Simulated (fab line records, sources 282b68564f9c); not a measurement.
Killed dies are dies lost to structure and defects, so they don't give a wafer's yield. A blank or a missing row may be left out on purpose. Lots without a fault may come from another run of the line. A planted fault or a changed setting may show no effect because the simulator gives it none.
fab line records | flow rit_cmos
record lots=7 wafers=21 last_day=7
route steps=202 shown ACTIVE@1 FOX1@20 FOX2@23 M1@202
lots that met no fault: from a run of the same line without faults
start_h: hours from the record's first day to the start of the lot's first wafer shown | wait_h: hours since the lot's step before | " the same as in the row above | L1.1+2: a row that stands for several wafers | - no value, or no start given | * or withheld: withheld | < > ~ a bound
route shown NAME@n: a module of which the file shows steps, and the number in the route of the first | usual: mean/standard deviation of fault-free wafers | same: alike in all rows | chamber/n: place in a boat | sites: the reading at each site | _std_site: their standard deviation | _edge_site: outer sites' mean less inner sites' | radius_mm: how far each site lies from the wafer's centre | mask NAME#n: copy n | behind: the tool/chamber that last shaped the wafer | hold: why the lot was held/for how many hours/how that ended | device: the transistor (n, p or np) that didn't switch | end of line: the same wafers' tests at the end of the route | a step without rows: its recipe alone | killed: dies lost to structure and defects at the first sort, not the wafer's yield | map: a wafer's dies, x killed, . not, _ none there
set.NAME: the setting as run; set.NAME@STEP: as run at that earlier step | model.NAME: the simulator's own value behind a step, which no gauge read
lots at some steps of the route; a table a step, a row a wafer
services: from which hour (start_h, from the record's first day; less than 0 if before it) a tool's chamber was out of use, for how many hours, and why
## steps
# step RIT_ACTIVE_BOW_MEAS_00
# recipe mode=bow
# usual INCOMING_BOW=-1/6.5
# columns lot.wafer tool chamber start_h wait_h INCOMING_BOW[um]
L711.1 film_metro-04 - 35.00 - -1
L711.4 " - " " 3
L711.5 " - " " 2
L714.1 film_metro-04 - 50.00 - 14
L714.5 " - " " 4
L714.6 " - " " -2
L715.2 film_metro-04 - 55.02 - 1
L715.3 " - " " -5
L715.4 " - " " -6
L717.1 film_metro-04 - 65.00 - 2
L717.3 " - " " -12
L717.4 " - " " 6
L718.1 film_metro-01 - 70.00 - -5
L718.2 " - " " 16
L718.6 " - " " 3
L724.2 film_metro-03 - 100.02 - -3
L724.3 " - " " 2
L724.5 " - " " -5
L726.2 film_metro-03 - 110.02 - 1
L726.5 " - " " -5
L726.6 " - " " -4
# step RIT_ACTIVE_OXIDATION_01
# recipe temp_c=1000 ambient=O2 target_thk_a=468 ox_time_s=3360
# usual spike_tc_centre_C=1001.3/1.6 spike_tc_load_C=1027.0/2.3 spike_tc_source_C=1022.3/2.9 tube_center_temp_C=999.99/0.093 tube_center_temp_C_max=1002.6/0.45 zone_power_source_pct=33.5/0.65
# columns lot.wafer tool chamber start_h wait_h spike_tc_centre_C spike_tc_load_C spike_tc_source_C tube_center_temp_C tube_center_temp_C_max zone_power_source_pct model.SiO2_of_ACTIVE_OXIDATION_01.thk_nm
L711.1 furnace-01 0 36.08 1.1 1001.3 1027.6 1028.2 1000 1002.9 32.4 45.69
L711.4 " 0 " " 1001.5 1026.1 1029.0 1000.1 1002.6 32.7 46.24
L711.5 " 0 " " 1001.7 1026.3 1027.2 999.87 1003.1 33.0 45.94
L714.1 furnace-04 0 50.66 0.6 1002.8 1023.8 1020.2 999.99 1002.1 34.5 48.07
L714.5 " 0 " " 999.6 1024.7 1019.0 999.94 1003.6 34.1 48.73
L714.6 " 0 " " 998.0 1025.2 1019.1 999.99 1002.6 33.9 47.9
L715.2 furnace-04 0 55.14 0.1 1014.4 1040.9 1035.6 1014.9 1017.2 35.3 55.64
L715.3 " 0 " " 1015.7 1041.4 1033.4 1015.1 1017.9 35.0 55.85
L715.4 " 0 " " 1016.1 1040.1 1035.6 1015.1 1017.4 35.2 55.76
L717.1 furnace-04 0 65.14 0.1 1016.1 1039.0 1036.9 1014.9 1017.4 35.8 55.05
L717.3 " 0 " " 1016.0 1041.1 1036.2 1015 1017.3 35.0 54.17
L717.4 " 0 " " 1017.2 1042.5 1036.7 1015 1017.6 35.4 53.69
L718.1 furnace-04 0 70.13 0.1 1014.6 1038.9 1036.4 1014.8 1017.1 35.7 53.51
L718.2 " 0 " " 1014.8 1042.1 1033.5 1015 1018.1 34.8 54.51
L718.6 " 0 " " 1015.4 1039.1 1034.1 1015 1017.5 35.9 53.32
L724.2 furnace-01 0 100.55 0.5 1000.9 1026.0 1027.8 1000 1002.0 32.7 47.82
L724.3 " 0 " " 1002.1 1026.1 1026.4 999.97 1003.7 32.8 47.5
L724.5 " 0 " " 1000.2 1028.0 1027.8 999.96 1002.4 32.4 47.78
L726.2 furnace-03 0 112.71 2.7 1004.4 1030.5 1021.0 1000 1002.4 33.4 47.09
L726.5 " 0 " " 1003.3 1028.7 1020.5 999.82 1001.9 33.7 47.78
L726.6 " 0 " " 1001.6 1030.6 1021.4 1000.1 1002.0 33.0 47.47
# step RIT_ACTIVE_THK_MEAS_02
# recipe reads=SiO2_of_ACTIVE_OXIDATION_01
# usual ACTIVE_OXIDE_THK=47.1/1
# columns lot.wafer tool chamber start_h wait_h ACTIVE_OXIDE_THK[nm]
L711.1 film_metro-03 - 38.02 0.0 45.7
L711.4 " - " " 46.2
L711.5 " - " " 45.9
L714.1 film_metro-01 - 52.59 0.0 48.1
L714.5 " - " " 48.7
L714.6 " - " " 47.9
L715.2 film_metro-01 - 57.09 0.0 55.6
L715.3 " - " " 55.8
L715.4 " - " " 55.8
L717.1 film_metro-03 - 67.08 0.0 55.0
L717.3 " - " " 54.2
L717.4 " - " " 53.7
L718.1 film_metro-03 - 72.06 0.0 53.6
L718.2 " - " " 54.6
L718.6 " - " " 53.3
L724.2 film_metro-01 - 102.49 0.0 47.9
L724.3 " - " " 47.5
L724.5 " - " " 47.8
L726.2 film_metro-01 - 114.65 0.0 47.1
L726.5 " - " " 47.8
L726.6 " - " " 47.4
# step RIT_ACTIVE_CVD_03
# recipe material=Si3N4 target_thk_nm=150 temp_c=810 precursor=SiH2Cl2/NH3 time_s=1500 pressure_mtorr=300 sih2cl2_flow_sccm=60 nh3_flow_sccm=150
# step RIT_ACTIVE_THK_MEAS_04
# recipe reads=Si3N4_of_ACTIVE_CVD_03
# usual ACTIVE_NITRIDE_THK=149.9/1.5
# columns lot.wafer tool chamber start_h wait_h ACTIVE_NITRIDE_THK[nm]
L711.1 film_metro-03 - 41.39 0.0 148.7
L711.4 " - " " 149.3
L711.5 " - " " 148.1
L714.1 film_metro-04 - 54.07 0.0 149.2
L714.5 " - " " 147.7
L714.6 " - " " 149.6
L715.2 film_metro-01 - 58.71 0.0 151.8
L715.3 " - " " 150.9
L715.4 " - " " 151.8
L717.1 film_metro-04 - 68.55 0.0 149.3
L717.3 " - " " 147.3
L717.4 " - " " 148.2
L718.1 film_metro-04 - 73.54 0.0 150.9
L718.2 " - " " 150.3
L718.6 " - " " 150.4
L724.2 film_metro-03 - 103.97 0.0 151.6
L724.3 " - " " 150.6
L724.5 " - " " 153.7
L726.2 film_metro-03 - 116.27 0.0 148.0
L726.5 " - " " 149.0
L726.6 " - " " 148.3
# step RIT_ACTIVE_HMDS_05
# recipe prime_time_s=60 prime_temp_c=140
# step RIT_ACTIVE_COAT_06
# recipe resist=NOVOLAK spin_rpm=3250 resist_thk_nm=1000
# step RIT_ACTIVE_SOFTBAKE_07
# recipe resist=NOVOLAK temp_c=90 time_s=60
# step RIT_ACTIVE_EXPOSE_08
# recipe mask_id=M1 na=0.6 source_shape=conventional sigma_outer=0.6 target_cd_nm=1400 dose_mj=225
# step RIT_ACTIVE_PEB_09
# recipe resist=NOVOLAK temp_c=withheld time_s=withheld
# step RIT_ACTIVE_DEVELOP_10
# recipe resist=NOVOLAK develop_time_s=50 dev_temp_c=23
# step RIT_ACTIVE_CD_MEAS_11
# recipe target_cd_nm=1400
# usual cd_nm=1399.6/1.9
# columns lot.wafer tool chamber start_h wait_h cd_nm
L711.1 cd_sem-02 - 42.89 - 1397.0
L711.4 " - " " 1397.8
L711.5 " - " " 1397.0
L714.1 cd_sem-02 - 55.10 - 1399.7
L714.5 " - " " 1400.5
L714.6 " - " " 1400.0
L715.2 cd_sem-01 - 59.66 - 1399.6
L715.3 " - " " 1400.5
L715.4 " - " " 1398.2
L717.1 cd_sem-01 - 69.59 - 1400.9
L717.3 " - " " 1402.8
L717.4 " - " " 1398.3
L718.1 cd_sem-02 - 74.62 - 1398.6
L718.2 " - " " 1398.4
L718.6 " - " " 1397.0
L724.2 cd_sem-01 - 105.01 - 1397.7
L724.3 " - " " 1398.4
L724.5 " - " " 1398.3
L726.2 cd_sem-02 - 117.32 - 1402.0
L726.5 " - " " 1399.6
L726.6 " - " " 1401.9
# step RIT_ACTIVE_HARDBAKE_12
# recipe resist=NOVOLAK temp_c=140 time_s=60
# step RIT_ACTIVE_ETCH_13
# recipe stop_on=SiO2 chemistry=SF6 target=Si3N4 time_s=210 over_etch_frac=0.4 SF6_flow_sccm=200 pressure_mtorr=260 rf_w=125 target_depth_a=2100
# usual drypump_motor_current_A=5.8/0.62 oes_product_au=0.821/0.013 throttle_valve_pct=7.52/0.12
# columns lot.wafer tool chamber start_h wait_h drypump_motor_current_A oes_product_au rf_hours_counter_h throttle_valve_pct
L711.1 rie_diel-03 1 43.16 0.1 6.2 0.801 116 7.70
L711.4 " 0 " " 5.8 0.813 60 7.59
L711.5 " 2 " " 6.5 0.805 - 7.54
L714.1 rie_diel-01 2 55.37 0.1 5.2 0.800 49 7.54
L714.5 " 1 " " 6.4 0.824 - 7.29
L714.6 " 2 " " 5.2 0.793 - 7.53
L715.2 rie_diel-04 2 59.97 0.1 6.2 0.833 9 7.48
L715.3 " 3 " " 6.2 0.842 1 7.65
L715.4 " 1 " " 6.5 0.828 91 7.43
L717.1 rie_diel-04 1 69.86 0.1 6.5 0.826 91 7.43
L717.3 " 3 " " 6.2 0.824 2 7.65
L717.4 " 2 " " 6.2 0.814 9 7.46
L718.1 rie_diel-03 0 74.89 0.1 5.8 0.811 61 7.60
L718.2 " 1 " " 6.2 0.805 117 7.70
L718.6 " 0 " " 5.8 0.814 - 7.58
L724.2 rie_diel-03 2 105.26 0.1 6.6 0.820 66 7.55
L724.3 " 0 " " 5.8 0.806 61 7.60
L724.5 " 1 " " 6.2 0.814 - 7.70
L726.2 rie_diel-04 3 117.57 0.1 6.2 0.830 3 7.66
L726.5 " 2 " " 6.2 0.821 - 7.49
L726.6 " 1 " " 6.5 0.826 - 7.41
# step RIT_ACTIVE_STRIP_14
# recipe chemistry=O2 time_s=180 resist=NOVOLAK platen_temp_c=withheld power_w=500 pressure_mtorr=4000 o2_flow_sccm=4000
# usual drypump_motor_current_A=5.57/0.28
# columns lot.wafer tool chamber start_h wait_h drypump_motor_current_A rf_hours_counter_h
L711.1 plasma_asher-01 0 43.30 0.1 5.54 25
L711.4 " 0 " " 5.54 -
L711.5 " 0 " " 5.55 -
L714.1 plasma_asher-01 0 55.51 0.1 5.55 26
L714.5 " 0 " " 5.53 -
L714.6 " 1 " " 4.97 -
L715.2 plasma_asher-02 1 60.10 0.1 5.64 42
L715.3 " 1 " " 5.62 -
L715.4 " 0 " " 5.50 -
L717.1 plasma_asher-02 0 69.99 0.1 5.50 44
L717.3 " 1 " " 5.62 -
L717.4 " 0 " " 5.52 -
L718.1 plasma_asher-02 0 75.03 0.1 5.51 44
L718.2 " 1 " " 5.63 44
L718.6 " 1 " " 5.63 -
L724.2 plasma_asher-02 0 105.40 0.1 5.51 48
L724.3 " 1 " " 5.64 -
L724.5 " 1 " " 5.59 -
L726.2 plasma_asher-01 0 117.70 0.1 5.54 33
L726.5 " 1 " " 4.96 -
L726.6 " 0 " " 5.56 -
# step RIT_ACTIVE_CD_MEAS_90
# recipe target_cd_nm=1400
# usual cd_nm=1399.6/1.9
# columns lot.wafer tool chamber start_h wait_h cd_nm
L711.1 cd_sem-02 - 43.47 0.1 1397.1
L711.4 " - " " 1398.2
L711.5 " - " " 1397.3
L714.1 cd_sem-01 - 55.68 0.1 1399.6
L714.5 " - " " 1400.3
L714.6 " - " " 1400.5
L715.2 cd_sem-02 - 60.30 0.1 1399.5
L715.3 " - " " 1400.5
L715.4 " - " " 1397.5
L717.1 cd_sem-01 - 70.17 0.1 1400.1
L717.3 " - " " 1402.9
L717.4 " - " " 1398.6
L718.1 cd_sem-01 - 75.20 0.1 1398.8
L718.2 " - " " 1398.4
L718.6 " - " " 1397.0
L724.2 cd_sem-01 - 105.59 0.1 1397.6
L724.3 " - " " 1398.9
L724.5 " - " " 1397.6
L726.2 cd_sem-02 - 117.90 0.1 1401.5
L726.5 " - " " 1399.4
L726.6 " - " " 1401.8
# step RIT_ACTIVE_CLEAN_15
# recipe chemistry=SC1 mix=3:3:50 time_s=600 temp_c=75
# step RIT_ACTIVE_CLEAN_16
# recipe chemistry=dHF dilution=50:1 time_s=30
# step RIT_ACTIVE_CLEAN_17
# recipe chemistry=SC2 mix=3:3:50 time_s=600 temp_c=75 dry=n2_spin
# step RIT_FOX1_OXIDATION_00
# recipe temp_c=1100 ambient=H2O target_thk_a=3507 p_h2o_torr=720 ox_time_s=1130
# step RIT_FOX1_THK_MEAS_01
# recipe reads=SiO2_of_FOX1_OXIDATION_00
# usual FOX1_OXIDE_THK=351/6.3
# columns lot.wafer tool chamber start_h wait_h FOX1_OXIDE_THK[nm]
L711.1 film_metro-03 - 45.99 0.0 357
L711.4 " - " " 361
L711.5 " - " " 364
L714.1 film_metro-02 - 58.39 0.0 347
L714.5 " - " " 345
L714.6 " - " " 342
L715.2 film_metro-01 - 62.09 0.0 362
L715.3 " - " " 366
L715.4 " - " " 362
L717.1 film_metro-01 - 73.38 0.0 357
L717.3 " - " " 358
L717.4 " - " " 360
L718.1 film_metro-01 - 78.48 0.0 345
L718.2 " - " " 344
L718.6 " - " " 345
L724.2 film_metro-01 - 107.59 0.0 346
L724.3 " - " " 352
L724.5 " - " " 351
L726.2 film_metro-02 - 119.70 0.0 349
L726.5 " - " " 350
L726.6 " - " " 346
# step RIT_FOX1_WET_ETCH_02
# recipe chemistry=BOE target_depth_nm=350 time_s=390 temp_c=21.5 dry=n2_spin dilution=10:1 target=SiO2
# step RIT_FOX2_OXIDATION_00
# recipe temp_c=1100 ambient=H2O target_thk_a=3507 p_h2o_torr=720 ox_time_s=1130
# step RIT_FOX2_THK_MEAS_01
# recipe reads=SiO2_of_FOX2_OXIDATION_00
# usual FOX2_OXIDE_THK=352/7.3
# columns lot.wafer tool chamber start_h wait_h FOX2_OXIDE_THK[nm]
L711.1 film_metro-04 - 48.09 0.0 346
L711.4 " - " " 348
L711.5 " - " " 349
L714.1 film_metro-02 - 59.88 0.0 368
L714.5 " - " " 362
L714.6 " - " " 361
L715.2 film_metro-04 - 63.58 0.0 360
L715.3 " - " " 360
L715.4 " - " " 364
L717.1 film_metro-02 - 74.98 0.0 352
L717.3 " - " " 354
L717.4 " - " " 354
L718.1 film_metro-01 - 80.09 0.0 348
L718.2 " - " " 347
L718.6 " - " " 353
L724.2 film_metro-01 - 109.09 0.0 352
L724.3 " - " " 354
L724.5 " - " " 354
L726.2 film_metro-02 - 121.19 0.0 344
L726.5 " - " " 343
L726.6 " - " " 341
# step RIT_FOX2_CLEAN_02
# recipe chemistry=dHF dilution=50:1 time_s=180
# step RIT_FOX2_WET_ETCH_03
# recipe chemistry=H3PO4 target=Si3N4 target_depth_nm=195 temp_c=165 time_s=2700
# usual bath_guard_temp_C=164.9/0.62
# columns lot.wafer tool chamber start_h wait_h bath_guard_temp_C model.SiO2_of_ACTIVE_OXIDATION_01.thk_nm
L711.1 wet_bench-01 2 48.21 0.0 164.6 40.25
L711.4 " 2 " " 164.5 41.03
L711.5 " 2 " " 164.4 39.83
L714.1 wet_bench-01 3 60.00 0.0 165.6 43.04
L714.5 " 3 " " 165.6 42.97
L714.6 " 3 " " 165.6 42.87
L715.2 wet_bench-04 3 63.69 0.0 164.0 49.64
L715.3 " 3 " " 164.4 49.86
L715.4 " 3 " " 164.5 48.86
L717.1 wet_bench-02 1 75.10 0.0 166.0 48.07
L717.3 " 1 " " 165.6 48.2
L717.4 " 1 " " 165.6 47.76
L718.1 wet_bench-04 2 80.21 0.0 164.8 47.56
L718.2 " 2 " " 164.4 48.18
L718.6 " 2 " " 164.7 47.44
L724.2 wet_bench-04 0 109.20 0.0 164.9 41.68
L724.3 " 0 " " 164.8 42.35
L724.5 " 0 " " 164.6 42.33
L726.2 wet_bench-04 2 121.31 0.0 164.6 41.92
L726.5 " 2 " " 164.4 42.56
L726.6 " 2 " " 164.2 41.4
# step RIT_FOX2_THK_MEAS_90
# recipe reads=SiO2_of_FOX2_OXIDATION_00
# usual FIELD_OXIDE_LEFT_1_THK=325/7.4
# columns lot.wafer tool chamber start_h wait_h FIELD_OXIDE_LEFT_1_THK[nm]
L711.1 film_metro-04 - 49.73 0.0 319
L711.4 " - " " 320
L711.5 " - " " 321
L714.1 film_metro-02 - 61.51 0.0 341
L714.5 " - " " 335
L714.6 " - " " 334
L715.2 film_metro-04 - 64.46 0.0 332
L715.3 " - " " 333
L715.4 " - " " 337
L717.1 film_metro-02 - 75.86 0.0 325
L717.3 " - " " 327
L717.4 " - " " 327
L718.1 film_metro-02 - 80.97 0.0 320
L718.2 " - " " 320
L718.6 " - " " 325
L724.2 film_metro-02 - 110.04 0.0 325
L724.3 " - " " 327
L724.5 " - " " 327
L726.2 film_metro-01 - 122.15 0.0 317
L726.5 " - " " 316
L726.6 " - " " 314
# step RIT_M1_PROBE_99
# usual killed_at_front_end=7/3 killed_dies=7/3 killed_on_rim=2.1/1.6 killed_open=3.4/1.8 killed_short=3.8/2.1
# same gross_dies=264 killed_at_M0_to_M3=0 killed_at_M4_up=0 killed_at_back_side=0 killed_at_contacts=0 killed_at_other=0
# columns lot.wafer tool chamber start_h wait_h killed_at_front_end killed_dies killed_on_rim killed_open killed_short
L711.1 prober-02 - 92.13 0.1 7 7 1 3 4
L711.4 prober-02 - 92.28 0.2 7 7 3 4 3
L711.5 prober-02 - 92.33 0.2 5 5 2 0 5
L714.1 prober-02 - 100.05 0.1 8 8 4 3 5
L714.5 prober-02 - 100.25 0.2 5 5 0 2 3
L714.6 prober-02 - 100.30 0.2 5 5 3 3 2
L715.2 prober-01 - 103.44 0.1 6 6 3 2 4
L715.3 prober-01 - 103.49 0.2 10 10 2 3 6
L715.4 prober-01 - 103.54 0.2 6 6 1 6 0
L717.1 prober-01 - 114.07 0.1 12 12 4 1 11
L717.3 prober-01 - 114.17 0.2 9 9 3 5 4
L717.4 prober-01 - 114.22 0.2 8 8 3 4 4
L718.1 prober-02 - 119.19 0.1 8 8 3 4 4
L718.2 prober-02 - 119.24 0.1 11 11 3 3 8
L718.6 prober-02 - 119.44 0.2 9 9 3 6 3
L724.2 prober-02 - 156.38 0.1 8 8 4 5 3
L724.3 prober-02 - 156.43 0.2 2 2 0 0 2
L724.5 prober-02 - 156.53 0.2 6 6 3 3 3
L726.2 prober-02 - 167.11 0.1 5 5 1 3 2
L726.5 prober-02 - 167.26 0.2 13 13 2 9 4
L726.6 prober-02 - 167.31 0.2 8 8 2 4 4
# killed by level:class
L711.1 REOX:geometric_particle:short=3 REOX:geometric_particle:open=3 GATE:geometric_particle:short=1
L711.4 GATE:geometric_particle:short=3 GATE:geometric_particle:open=1 SPACER:geometric_particle:open=1 REOX:geometric_particle:open=1 SILICIDE:geometric_particle:open=1
L711.5 GATE:geometric_particle:short=3 SPACER:geometric_particle:short=1 REOX:geometric_particle:short=1
L714.1 GATE:geometric_particle:open=2 FOX1:geometric_particle:short=1 GATE:geometric_particle:short=1 REOX:geometric_particle:short=1 SPACER:geometric_particle:short=1 SILICIDE:geometric_particle:open=1 SILICIDE:geometric_particle:short=1
L714.5 GATE:geometric_particle:open=1 GATE:geometric_particle:short=1 SPACER:geometric_particle:open=1 SPACER:geometric_particle:short=1 SILICIDE:geometric_particle:short=1
L714.6 FOX2:geometric_particle:short=1 GATE:geometric_particle:short=1 GATE:geometric_particle:open=1 REOX:geometric_particle:open=1 SPACER:geometric_particle:open=1
L715.2 GATE:geometric_particle:short=3 REOX:geometric_particle:short=1 REOX:geometric_particle:open=1 SILICIDE:geometric_particle:open=1
L715.3 GATE:geometric_particle:short=3 SPACER:geometric_particle:short=2 SILICIDE:geometric_particle:open=2 FOX2:geometric_particle:open=1 SILICIDE:geometric_particle:short=1 PRETRO:coat_microbubble_printed=1
L715.4 GATE:geometric_particle:open=4 FOX1:geometric_particle:open=1 SILICIDE:geometric_particle:open=1
L717.1 GATE:geometric_particle:short=4 SILICIDE:geometric_particle:short=4 FOX2:geometric_particle:short=2 FOX1:geometric_particle:short=1 GATE:geometric_particle:open=1
L717.3 GATE:geometric_particle:open=4 FOX1:geometric_particle:short=2 GATE:geometric_particle:short=2 FOX1:geometric_particle:open=1
L717.4 GATE:geometric_particle:short=3 FOX1:geometric_particle:open=1 GATE:geometric_particle:open=1 REOX:geometric_particle:open=1 SILICIDE:geometric_particle:open=1 SILICIDE:geometric_particle:short=1
L718.1 GATE:geometric_particle:short=2 SPACER:geometric_particle:short=2 FOX1:geometric_particle:open=1 GATE:geometric_particle:open=1 SPACER:geometric_particle:open=1 SILICIDE:geometric_particle:open=1
L718.2 FOX1:geometric_particle:short=2 GATE:geometric_particle:short=2 SPACER:geometric_particle:short=2 FOX1:geometric_particle:open=1 FOX2:geometric_particle:open=1 REOX:geometric_particle:short=1 SPACER:geometric_particle:open=1 SILICIDE:geometric_particle:short=1
L718.6 GATE:geometric_particle:open=2 SPACER:geometric_particle:open=2 FOX1:geometric_particle:open=1 GATE:geometric_particle:short=1 REOX:geometric_particle:open=1 REOX:geometric_particle:short=1 SPACER:geometric_particle:short=1
L724.2 FOX1:geometric_particle:short=3 GATE:geometric_particle:open=2 FOX1:geometric_particle:open=1 REOX:geometric_particle:open=1 SILICIDE:geometric_particle:open=1
L724.3 GATE:geometric_particle:short=2
L724.5 GATE:geometric_particle:open=3 GATE:geometric_particle:short=3
L726.2 GATE:geometric_particle:open=2 FOX1:geometric_particle:short=1 FOX2:geometric_particle:open=1 SPACER:geometric_particle:short=1
L726.5 FOX1:geometric_particle:open=3 GATE:geometric_particle:short=2 GATE:geometric_particle:open=2 SPACER:geometric_particle:open=2 FOX2:geometric_particle:open=1 FOX2:geometric_particle:short=1 SPACER:geometric_particle:short=1 SILICIDE:geometric_particle:open=1
L726.6 GATE:geometric_particle:open=3 GATE:geometric_particle:short=3 FOX1:geometric_particle:open=1 SILICIDE:geometric_particle:short=1
## services
# columns tool chamber start_h hours kind
rie_diel-03 - 12.98 0.4 repair
furnace-01 - 14.88 3.8 pm
furnace-03 - 16.20 3.5 pm
furnace-03 - 19.74 6.5 pm
rie_diel-04 0 42.82 4.8 repair
rie_diel-01 - 45.14 0.3 repair
furnace-01 - 63.13 2.2 pm
rie_diel-03 0 86.65 18.1 repair
## key
first_sign step=RIT_ACTIVE_OXIDATION_01 reading=tube_center_temp_C direction=up sigmas=99+ usual=* struck=*
effect step=RIT_ACTIVE_OXIDATION_01 reading=tube_center_temp_C_max direction=up sigmas=33 usual=* struck=*
effect step=RIT_ACTIVE_THK_MEAS_02 reading=ACTIVE_OXIDE_THK direction=up sigmas=7.3 usual=47.1 struck=54.6
model_effect step=RIT_ACTIVE_OXIDATION_01 value=SiO2_of_ACTIVE_OXIDATION_01.thk_nm without=47.37 struck=54.61
model_effect step=RIT_FOX2_WET_ETCH_03 value=SiO2_of_ACTIVE_OXIDATION_01.thk_nm without=41.95 struck=48.4
met_at RIT_ACTIVE_OXIDATION_01
struck_wafers L715.2,L715.3,L715.4,L717.1,L717.3,L717.4,L718.1,L718.2,L718.6
tester_left_out L715,L717,L718
onset_between 50.66 55.14
fault kind=process_parameter_drift tool=furnace-04 chamber=- onset_h=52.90 steps=RIT_ACTIVE_OXIDATION_01 channel=temp_c offset=* shape=step end_h=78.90 acts_in=* stated=*
# tester_left_out: of these lots the tester's yield and bins aren't shown, on N5 and GAA mostly nor the transistor test; their killed dies are dies lost to structure and defects alone, not to doping, threshold or leakage, so they don't give the yield
